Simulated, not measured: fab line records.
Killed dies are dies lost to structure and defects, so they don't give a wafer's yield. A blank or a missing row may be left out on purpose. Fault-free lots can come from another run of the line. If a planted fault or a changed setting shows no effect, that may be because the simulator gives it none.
Comparing a struck lot with a sound one / flow rit_cmos / 17 out of 202 route steps
Sound: wafers L355.2, L355.3, L355.4. Wafers L364.1, L364.3, L364.5 were the ones struck. At the end, the cause is stated.
Per side, at each step with rows, come the tool, then ch with its chambers, and then its first start. Under that, the readings that differ: sound wafers / struck wafers / difference of the means / sigmas: that difference in standard deviations of wafers without a fault.
alike: readings whose means differ by less than 2 such deviations, and words and numbers that are the same on both sides. not compared: withheld readings, readings that some wafer has no value for, bounds like >300 that may hide the same value, and numbers for which the record gives no deviation and whose values overlap.
Wherever a step has rows on one side only, a row that says differs or no value, or a row with sigmas, the two part there. When numbers do not overlap yet have no deviation, they are printed without sigmas and do not part them. A reading that every wafer of one side lacks parts them only if that side has two wafers or more.

first, 2 steps without rows for these wafers: RIT_NRETRO_HARDBAKE_07 (time 120 s); RIT_NRETRO_IMPLANT_08.
RIT_NRETRO_STRIP_09: strips in O2, time 180 s.
  sound on plasma_asher-01 ch 0,1, day 4 20:29; struck on plasma_asher-01 ch 1, day 6 15:49
  alike: drypump_motor_current_A
  not compared: rf_hours_counter_h
RIT_NRETRO_TW_MEAS_10:
  sound: film_metro-03 at day 4 20:40; struck: film_metro-02 at day 6 16:00
  alike: NRETRO_TW
then, 6 steps without rows for these wafers: RIT_PRETRO_HMDS_00 (prime time 60 s); RIT_PRETRO_COAT_01 (resist thk 1300 nm); RIT_PRETRO_SOFTBAKE_02 (time 60 s); RIT_PRETRO_EXPOSE_03 (exposes mask M5, target cd 43700 nm); RIT_PRETRO_PEB_04; RIT_PRETRO_DEVELOP_05 (develop time 66.59 s).
RIT_PRETRO_OVL_MEAS_06:
  sound: overlay-01 at day 4 21:44; struck: overlay-01 at day 6 17:04
  alike: PRETRO_OVL
then, 1 step without rows for these wafers: RIT_PRETRO_HARDBAKE_07 (time 120 s).
RIT_PRETRO_IMPLANT_08:
  sound on implanter-01 ch 0, day 4 22:02; struck on implanter-01 ch 0, day 6 17:21
reading=beam_energy_keV; sound=44.972 44.981 44.986; struck=54.867 54.887 54.879; difference=+9.898; sigmas=+99 or more
reading=model.implant.rp_nm (nm); sound=145.4 145.4 145.4; struck=173.7 173.7 173.7; difference=+28.3; sigmas=
reading=model.implant.drp_nm (nm); sound=55.07 55.07 55.07; struck=61.68 61.68 61.68; difference=+6.61; sigmas=
RIT_PRETRO_STRIP_09: strips in O2, time 180 s.
  sound on plasma_asher-04 ch 0,1, day 4 22:10; struck on plasma_asher-02 ch 0,1, day 6 17:30
  alike: drypump_motor_current_A
  not compared: rf_hours_counter_h
RIT_PRETRO_TW_MEAS_10:
  sound: film_metro-01 at day 4 22:21; struck: film_metro-01 at day 6 17:40
reading=PRETRO_TW; sound=480 480 478; struck=497 496 496; difference=+17; sigmas=+4
then, 1 step without rows for these wafers: RIT_GATE_WET_ETCH_00 (etches SiO2 in BOE, target depth 56 nm, time 60 s).
RIT_M1_PROBE_99:
  sound: prober-02 at day 6 01:53; struck: prober-01 at day 7 18:59
reading=model.etest.nmos_0p3.r_on_ohm_um; sound=2104 2116 2094; struck=2065 2011 2078; difference=-53; sigmas=
reading=model.etest.nmos_turned.drive_ua_um; sound=348.4 342.3 349.7; struck=358 368.7 361.3; difference=+16; sigmas=
reading=model.etest.nmos_narrow.drive_ua_um; sound=232.1 228.5 231.6; struck=251.8 246.8 246.1; difference=+17.5; sigmas=
reading=model.etest.nmos_0p3.drive_ua_um; sound=232 230.9 230.4; struck=246.8 246.3 244.5; difference=+14.8; sigmas=
  alike: killed_at_front_end, killed_dies, killed_on_rim, killed_open, killed_short
  not compared: model.etest.nmos_0p15.drive_ua_um, model.etest.retro_edge_nmos.off_log10_a_um, model.etest.nmos_0p15.off_log10_a_um, model.etest.ring.quiet_log10_a

== WHERE THEY PART ==
Last at RIT_PRETRO_TW_MEAS_10 as far as this record goes, first at RIT_PRETRO_IMPLANT_08. Later steps at which nothing parts them and some readings are alike: RIT_M1_PROBE_99.

WHY: what the simulator had put in
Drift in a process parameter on implanter-01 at RIT_PRETRO_IMPLANT_08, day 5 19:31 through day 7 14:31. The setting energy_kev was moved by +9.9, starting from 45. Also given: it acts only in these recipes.
